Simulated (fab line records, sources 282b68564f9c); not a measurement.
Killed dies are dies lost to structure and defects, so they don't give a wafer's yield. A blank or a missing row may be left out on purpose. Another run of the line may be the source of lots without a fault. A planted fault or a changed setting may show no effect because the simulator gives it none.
Split-lot experiment ; flow ritCmos ; 23 wafers read from 5 lots, route of 202 steps

## ON THE SPLIT
At RIT_SILICIDE_SPUTTER_01 (material Ti, target thk 30 nm, time 240 s), the setting powerW was moved away from the recipe's 350 W on 8 of the 23 wafers read, by -10.9% to +7.3%. All remaining wafers had this setting at the recipe value.

## FROM SPLIT TO READING: 1 step shown by the file between the two
- RIT_SILICIDE_RS_MEAS_02: measures by four-point-probe

## THE READING
SILICIDE_TI_THK, in nm, at RIT_SILICIDE_THK_MEAS_03 (measures by xrf). A value of 30.2 nm with a standard deviation of 0.45 nm is what fault-free wafers of this fab line usually give.

wafer;tool, chamber at the split;powerW as run, W;against the recipe;SILICIDE_TI_THK, nm;against lot-mates on the recipe
L076.1;pvdSputter-02, -;350;recipe;30.8;-
L076.2;pvdSputter-02, -;350;recipe;31.0;-
L076.3;pvdSputter-02, -;350;recipe;30.6;-
L076.5;pvdSputter-02, -;350;recipe;30.3;-
L076.6;pvdSputter-02, -;350;recipe;31.1;-
L081.2;pvdSputter-01, -;375.6;+7.3%;32.5;+2.6
L081.3;pvdSputter-01, -;350;recipe;30.0;-
L081.4;pvdSputter-01, -;375.6;+7.3%;32.1;+2.2
L081.5;pvdSputter-01, -;350;recipe;29.8;-
L081.6;pvdSputter-01, -;375.6;+7.3%;32.0;+2.1
L083.1;pvdSputter-01, -;350;recipe;30.1;-
L083.2;pvdSputter-01, -;350;recipe;30.1;-
L083.4;pvdSputter-01, -;311.8;-10.9%;27.1;-3.0
L083.5;pvdSputter-01, -;311.8;-10.9%;27.2;-2.9
L083.6;pvdSputter-01, -;350;recipe;30.1;-
L084.1;pvdSputter-04, -;350;recipe;30.8;-
L084.3;pvdSputter-04, -;361.5;+3.3%;31.6;+0.7
L084.4;pvdSputter-04, -;361.5;+3.3%;32.3;+1.4
L084.5;pvdSputter-04, -;361.5;+3.3%;31.7;+0.8
L084.6;pvdSputter-04, -;350;recipe;31.0;-
L085.3;pvdSputter-01, -;350;recipe;30.4;-
L085.5;pvdSputter-01, -;350;recipe;30.3;-
L085.6;pvdSputter-01, -;350;recipe;30.0;-

FIT RESULTS
A straight line over all 23 wafers: SILICIDE_TI_THK changes by +0.289 nm for each +1% of powerW; r = +0.95; the points scatter about the line by 0.44 nm.
The same after taking each lot's own level away (the mean of its wafers on the recipe; 23 wafers): +0.287 nm for each +1%; r = +0.98; scatter 0.23 nm.
That fit puts the effect of the largest move of powerW on the reading at 3.1 nm.
The lots' own levels span 29.90 to 30.90 nm, that is 2.2 times the standard deviation above.
The two slopes are in agreement: the lot-to-lot level therefore moves the slope only a little.
Check: -3.14 nm against its lot-mates is what the line predicts for one of the wafers moved furthest among these (-10.9%) when that wafer is left out of the fit. It came out at -3 nm against them.

## THESE WAFERS: OTHER SPLITS
Note: prior to the reading, these wafers also went through further splits. Each is held against what the fit with the lots' levels taken away leaves over:
other split on the same wafers;wafers away from the commonest value;r with SILICIDE_TI_THK (lot level and that fit taken away)
RIT_PSD_IMPLANT_08 tiltDeg;10;-0.04

## THE WHOLE CHAIN: every reading that the file lists as answering this split, in the file's order
step;what it does;reading;change (the file's fit);r (the file's)
RIT_SILICIDE_SPUTTER_01;material Ti, target thk 30 nm, time 240 s;Ti_of_SILICIDE_SPUTTER_01.thkNm (the simulator's own value, which no gauge read);+0.283 nm for each +1% of the setting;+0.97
RIT_SILICIDE_RS_MEAS_02;measures by four-point-probe;SILICIDE_TI_RS;-0.602 for each +1% of the setting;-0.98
RIT_SILICIDE_THK_MEAS_03;measures by xrf;SILICIDE_TI_THK;+0.286 for each +1% of the setting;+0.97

## FILE'S OWN FIT
SILICIDE_TI_THK changes by +0.286 nm for each +1% of powerW, r = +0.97.
